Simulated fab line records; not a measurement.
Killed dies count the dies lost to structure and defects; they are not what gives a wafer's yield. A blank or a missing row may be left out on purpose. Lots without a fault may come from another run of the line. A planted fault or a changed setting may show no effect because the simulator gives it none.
Which tool did it? :: flow rit cmos :: 7 lots with 21 wafers sampled at 2 steps, on a route of 202 steps

## WHAT EACH GAUGE READ, for each wafer
RIT_FOX2_THK_MEAS_01.
lot: L674
measured: day 2 00:33
on: film metro-02
FOX2_OXIDE_THK (nm): 355 350 350

lot: L676
measured: day 2 10:01
on: film metro-01
FOX2_OXIDE_THK (nm): 359 355 360

lot: L680
measured: day 3 05:28
on: film metro-02
FOX2_OXIDE_THK (nm): 345 357 352

lot: L686
measured: day 4 11:29
on: film metro-01
FOX2_OXIDE_THK (nm): 345 350 341

lot: L688
measured: day 4 22:19
on: film metro-03
FOX2_OXIDE_THK (nm): 216 213 216

lot: L694
measured: day 6 03:19
on: film metro-01
FOX2_OXIDE_THK (nm): 344 342 346

lot: L696
measured: day 6 13:19
on: film metro-01
FOX2_OXIDE_THK (nm): 350 347 348

## TOOL THAT RAN EACH LOT (tool first, then ch and the chambers of the sampled wafers, then the start)
lot: L674
RIT_FOX2_OXIDATION_00: furnace-03 ch 0, day 1 23:13

lot: L676
RIT_FOX2_OXIDATION_00: furnace-02 ch 0, day 2 08:41

lot: L680
RIT_FOX2_OXIDATION_00: furnace-04 ch 0, day 3 04:09

lot: L686
RIT_FOX2_OXIDATION_00: furnace-02 ch 0, day 4 10:10

lot: L688
RIT_FOX2_OXIDATION_00: furnace-02 ch 0, day 4 20:59

lot: L694
RIT_FOX2_OXIDATION_00: furnace-03 ch 0, day 6 02:00

lot: L696
RIT_FOX2_OXIDATION_00: furnace-03 ch 0, day 6 12:00
- RIT_FOX2_OXIDATION_00: target thk 350.7 nm, ox time 1130 s.

## THE ANSWER, worked out from the rows above alone
Rule: the lots themselves supply what counts as usual. The widest of any qualifying gaps counts: lots, ordered by their means at a reading, are off when they make up no more than a third of the lots, leave a main group of 4 or more, and stand apart from it by 3 or more times the standard deviation of that group's means. The tables above print the reading to a certain number of digits; a main group whose means all agree to those digits is not used. Also off: a lot with no number at a reading for which 4 or more lots have one. Any other lot the step has rows for is counted as sound.
Off: L688, at RIT_FOX2_THK_MEAS_01 (FOX2_OXIDE_THK). For the main group the mean is 350 nm and the standard deviation 4.6.
A tool fits if, at a process step before that reading, it ran every lot that is off, and no sound lot after the first of them. The gauges at RIT_FOX2_THK_MEAS_01 are tried like those tools. 2 tools fit, furnace-02 at RIT_FOX2_OXIDATION_00 and film metro-03 at RIT_FOX2_THK_MEAS_01, so this cannot tell which one it is.

## WHAT THE SIMULATOR PUT IN
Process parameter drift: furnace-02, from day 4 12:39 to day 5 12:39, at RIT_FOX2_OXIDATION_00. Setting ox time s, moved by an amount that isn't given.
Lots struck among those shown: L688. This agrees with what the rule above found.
